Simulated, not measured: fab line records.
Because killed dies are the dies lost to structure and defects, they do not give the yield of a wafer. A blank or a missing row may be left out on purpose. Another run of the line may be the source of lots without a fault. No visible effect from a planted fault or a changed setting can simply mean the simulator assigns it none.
Which tool was responsible? | flow rit_cmos | Sampling: 13 lots, 39 wafers, 5 of 202 route steps

WHAT THE GAUGES READ, wafer by wafer
RIT_FOX2_THK_MEAS_01.
lot  | measured    | on            | FOX2_OXIDE_THK (nm)
L661 | day 2 11:35 | film_metro-03 | 346 345 351
L663 | day 2 20:59 | film_metro-03 | 358 356 356
L665 | day 3 03:45 | film_metro-02 | 350 360 354
L664 | day 3 03:46 | film_metro-03 | 343 348 346
L666 | day 3 08:10 | film_metro-03 | 362 362 358
L667 | day 3 08:10 | film_metro-01 | 367 367 369
L670 | day 3 21:42 | film_metro-02 | 362 361 368
L672 | day 4 09:44 | film_metro-02 | 349 346 349
L673 | day 4 13:51 | film_metro-01 | 345 350 350
L679 | day 5 19:55 | film_metro-02 | 345 347 355
L680 | day 5 23:12 | film_metro-01 | 350 349 345
L681 | day 6 10:40 | film_metro-01 | 356 355 359
L682 | day 6 12:35 | film_metro-02 | 349 350 351

RIT_GATE_THK_MEAS_09.
lot  | measured    | on            | GATE_POLY_THK (nm)
L661 | day 3 13:11 | film_metro-01 | 252.5 250.7 252.7
L663 | day 3 18:13 | film_metro-03 | 249.5 247.0 249.7
L665 | day 3 22:43 | film_metro-03 | 247.9 247.2 248.4
L664 | day 3 23:38 | film_metro-02 | 249.4 248.5 249.3
L666 | day 4 07:05 | film_metro-03 | 250.8 249.7 250.7
L667 | day 4 07:05 | film_metro-02 | 250.6 251.1 249.5
L670 | day 4 19:11 | film_metro-01 | 252.7 252.2 249.9
L672 | day 5 05:52 | film_metro-02 | 248.1 248.9 248.6
L673 | day 5 08:43 | film_metro-03 | 249.6 249.0 250.2
L679 | day 6 16:46 | film_metro-02 | 254.9 255.8 253.2
L680 | day 6 17:01 | film_metro-03 | 246.6 248.9 247.8
L681 | day 7 07:18 | film_metro-01 | 250.7 249.6 251.4
L682 | day 7 07:18 | film_metro-03 | 253.4 253.7 251.7

RIT_PSD_OVL_MEAS_06.
lot  | measured    | on         | PSD_OVL (nm)
L661 | day 4 03:51 | overlay-02 | -1.3 -0.4 -0.6
L663 | day 4 08:53 | overlay-01 | -0.4 -0.7 -0.9
L665 | day 4 13:39 | overlay-02 | 2.3 0.2 0.3
L664 | day 4 15:25 | overlay-01 | 0.6 -1.6 -0.1
L666 | day 4 21:52 | overlay-02 | -2.6 -2.4 -0.5
L667 | day 4 20:16 | overlay-02 | 1.8 0.4 -1.2
L670 | day 5 09:42 | overlay-01 | - - -
L672 | day 5 18:31 | overlay-02 | 0.5 1.0 1.8
L673 | day 6 00:09 | overlay-01 | -0.4 -2.4 1.2
L679 | day 7 07:01 | overlay-02 | -3.1 -2.3 -1.8
L680 | day 7 07:29 | overlay-01 | -1.0 -1.8 1.5
L681 | day 7 19:52 | overlay-01 | 4.4 1.9 3.5
L682 | day 7 21:11 | overlay-01 | -1.3 0.4 0.4

RIT_PSD_TW_MEAS_10.
lot  | measured    | on            | PSD_TW
L661 | day 4 04:22 | film_metro-03 | 3428 3412 3420
L663 | day 4 09:31 | film_metro-03 | 3414 3400 3410
L665 | day 4 14:17 | film_metro-02 | 3413 3404 3413
L664 | day 4 15:56 | film_metro-02 | 3434 3413 3420
L666 | day 4 22:25 | film_metro-04 | 3389 3385 3398
L667 | day 4 20:47 | film_metro-03 | 3444 3445 3407
L670 | day 5 10:13 | film_metro-02 | 30 30 30
L672 | day 5 19:02 | film_metro-02 | 3433 3432 3435
L673 | day 6 00:40 | film_metro-02 | 3423 3433 3429
L679 | day 7 07:32 | film_metro-04 | 3411 3403 3386
L680 | day 7 08:14 | film_metro-02 | 3410 3411 3426
L681 | day 7 20:22 | film_metro-02 | 3420 3417 3422
L682 | day 7 21:42 | film_metro-03 | 3414 3432 3437

WHAT TOOL EACH LOT RAN ON (gives the tool, then ch and the chambers of the sampled wafers, and finally the start)
lot  | RIT_PSD_EXPOSE_03
L661 | iline_stepper-02 ch 0, day 4 03:27
L663 | iline_stepper-02 ch 0, day 4 08:25
L665 | iline_stepper-01 ch 0, day 4 13:15
L664 | iline_stepper-02 ch 0, day 4 15:02
L666 | iline_stepper-02 ch 0, day 4 21:29
L667 | iline_stepper-02 ch 0, day 4 19:41
L670 | iline_stepper-02 ch 0, day 5 09:19
L672 | iline_stepper-01 ch 0, day 5 18:08
L673 | iline_stepper-01 ch 0, day 5 23:42
L679 | iline_stepper-02 ch 0, day 7 06:32
L680 | iline_stepper-02 ch 0, day 7 07:07
L681 | iline_stepper-01 ch 0, day 7 19:28
L682 | iline_stepper-02 ch 0, day 7 20:47
- RIT_PSD_EXPOSE_03: exposes mask M10, target cd 40900 nm.

WHAT THE TOOLS THEMSELVES READ (means of the sampled wafers that have a number; where no wafer has one, the mark that the record gives instead)
The record holds no such reading with a usual standard deviation.

THE ANSWER, worked out from the rows above alone
Rule: the usual values come from the lots themselves. The widest of any qualifying gaps counts: lots, ordered by their means at a reading, are off when they make up no more than a third of the lots, leave a main group of 4 or more, and stand apart from it by 3 or more times the standard deviation of that group's means. Not used: any main group whose means are identical at the precision the tables above print for the reading. Also off: a lot with no number at a reading for which 4 or more lots have one. All remaining lots with rows at the step are treated as sound. The gauges are gone through in route order, then the tools' own readings, and for those a lot's mean is taken as printed above. At the first step where some lot is off, the reading lying furthest off is the one used; lots without a number count as furthest.
Off: at RIT_PSD_OVL_MEAS_06 (PSD_OVL), L670. Without a number there: L670. For the main group the mean is -0.1 nm and the standard deviation 1.4.
If a tool, at a process step before that reading, ran all the lots that are off and no sound lot after the first of them, it fits. Not tried: the gauges at RIT_PSD_OVL_MEAS_06; whatever is off there is also off at RIT_PSD_TW_MEAS_10, on other tools, and gauge error can't account for it. Of those tried, none fits.

WHAT HAD BEEN PUT IN BY THE SIMULATOR
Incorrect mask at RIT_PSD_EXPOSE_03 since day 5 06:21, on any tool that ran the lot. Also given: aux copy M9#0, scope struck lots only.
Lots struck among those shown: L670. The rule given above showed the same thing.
